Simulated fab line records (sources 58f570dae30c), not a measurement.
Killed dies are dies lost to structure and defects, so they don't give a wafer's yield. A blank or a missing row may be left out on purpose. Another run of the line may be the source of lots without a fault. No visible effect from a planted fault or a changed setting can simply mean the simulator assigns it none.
Chamber matching || flow berkeley_cmos170 || 3 sister chambers for UCB170_V1_CVD_00 on pecvd-01
The step deposits SiO2 from TEOS/O2, target thk 2000 nm, time 250 s. 3 wafers are shown with their chamber, then 7 later ones without.

== WAFERS, EACH WITH ITS CHAMBER ==
{"wafer": "L692.5", "chamber": 0, "heater_power_w (W)": 184}
{"wafer": "L693.4", "chamber": 1, "heater_power_w (W)": 243}
{"wafer": "L693.5", "chamber": 2, "heater_power_w (W)": 360}

== WAFERS MISSING THEIR CHAMBER ==
{"wafer": "L693.6", "heater_power_w (W)": 271}
{"wafer": "L694.1", "heater_power_w (W)": 332}
{"wafer": "L694.2", "heater_power_w (W)": 315}
{"wafer": "L694.4", "heater_power_w (W)": 240}
{"wafer": "L695.3", "heater_power_w (W)": 262}
{"wafer": "L695.4", "heater_power_w (W)": 180}
{"wafer": "L695.6", "heater_power_w (W)": 253}

== THE CHAMBER EACH PASSED THROUGH ==
{"wafer": "L693.6", "from the rows above": 1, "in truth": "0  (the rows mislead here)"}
{"wafer": "L694.1", "from the rows above": 2, "in truth": 2}
{"wafer": "L694.2", "from the rows above": "can't be placed: 2 or 1", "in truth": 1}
{"wafer": "L694.4", "from the rows above": 1, "in truth": 1}
{"wafer": "L695.3", "from the rows above": 1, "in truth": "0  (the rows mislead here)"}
{"wafer": "L695.4", "from the rows above": 0, "in truth": 0}
{"wafer": "L695.6", "from the rows above": 1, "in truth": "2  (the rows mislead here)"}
Correct placement for 3 of the 7. Unplaceable from these rows: 1, with the true chamber sitting among the candidates in 1. Placed wrongly: 3.
How it was worked out, from the rows above alone: a wafer's distance from a chamber is the root of the sum, over the readings, of the square of ((its reading less the chamber's mean) divided by the reading's scatter). The wafer belongs to the nearest chamber; if the next one is less than 2 further off, it can't be placed. The mean given for a chamber averages the wafers shown for that chamber. The scatter: root of mean squared gap, hidden wafer to nearest shown wafer, with one shown wafer a chamber.
